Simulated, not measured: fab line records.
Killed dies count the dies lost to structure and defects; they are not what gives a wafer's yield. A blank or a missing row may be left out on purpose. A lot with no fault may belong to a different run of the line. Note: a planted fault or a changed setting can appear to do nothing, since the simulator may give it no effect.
Matching of chambers | flow ritCmos | RIT_GATE_ETCH_19 on rieSi-01: 4 sister chambers
The step etches poly-Si in SF6/CHF3/O2, stops on SiO2, time 165 s, target depth 312.5 nm. 14 wafers are shown with their chamber, then 7 later ones without.

## WAFERS WITH THEIR CHAMBER
wafer  | chamber | drypumpMotorCurrentA (A) | throttleValvePct (%) | oesProductAu (a.u.)
L776.2 | 1       | 5.74                     | 10.44                | 0.849
L776.3 | 0       | 5.26                     | 10.37                | 0.852
L776.4 | 2       | 5.66                     | 10.44                | 0.843
L778.2 | 1       | 5.75                     | 10.43                | 0.858
L778.4 | 3       | 5.74                     | 9.95                 | 0.852
L778.6 | 3       | 5.76                     | 9.96                 | 0.847
L788.1 | 2       | 5.63                     | 10.40                | 0.870
L788.3 | 1       | 5.75                     | 10.46                | 0.867
L788.4 | 0       | 5.28                     | 10.36                | 0.869
L790.3 | 2       | 5.65                     | 10.43                | 0.867
L790.5 | 0       | 5.30                     | 10.38                | 0.842
L790.6 | 3       | 5.74                     | 9.94                 | 0.859
L792.3 | 2       | 5.65                     | 10.42                | 0.863
L792.5 | 0       | 5.26                     | 10.36                | 0.836

SIGNATURES (means of the wafers above)
reading              | chamber 0 | chamber 1 | chamber 2 | chamber 3 | scatter within a chamber
drypumpMotorCurrentA | 5.2750    | 5.7467    | 5.6475    | 5.7467    | 0.0138
throttleValvePct     | 10.3675   | 10.4433   | 10.4225   | 9.9500    | 0.0135
oesProductAu         | 0.84975   | 0.85800   | 0.86075   | 0.85267   | 0.0114
Rule: for a wafer and a chamber, the distance is found by dividing, reading by reading, the gap between the wafer's reading and the chamber's mean by the reading's scatter, squaring, summing and taking the root. The wafer belongs to the nearest chamber; if the next one is less than 2 further off, it can't be placed. How the scatter is found: for the shown wafers, subtract from each reading the mean of its chamber, square and add these, divide the total by (wafers less chambers), then take the root.

## WAFERS WITH NO CHAMBER GIVEN
wafer  | drypumpMotorCurrentA (A) | throttleValvePct (%) | oesProductAu (a.u.)
L792.6 | 5.73                     | 10.44                | 0.864
L794.1 | 5.75                     | 9.93                 | 0.865
L794.3 | 5.27                     | 10.38                | 0.859
L794.6 | 5.74                     | 9.94                 | 0.854
L796.2 | 5.76                     | 9.95                 | 0.826
L796.5 | 5.31                     | 10.39                | 0.828
L796.6 | 5.73                     | 9.95                 | 0.825

## EACH ONE'S CHAMBER
wafer  | from the rows above | in truth
L792.6 | 1                   | 1
L794.1 | 3                   | 3
L794.3 | 0                   | 0
L794.6 | 3                   | 3
L796.2 | 3                   | 3
L796.5 | 0                   | 0
L796.6 | 3                   | 3
7 of 7 placed correctly. Number that these rows cannot place: 0. Placed wrongly: 0.
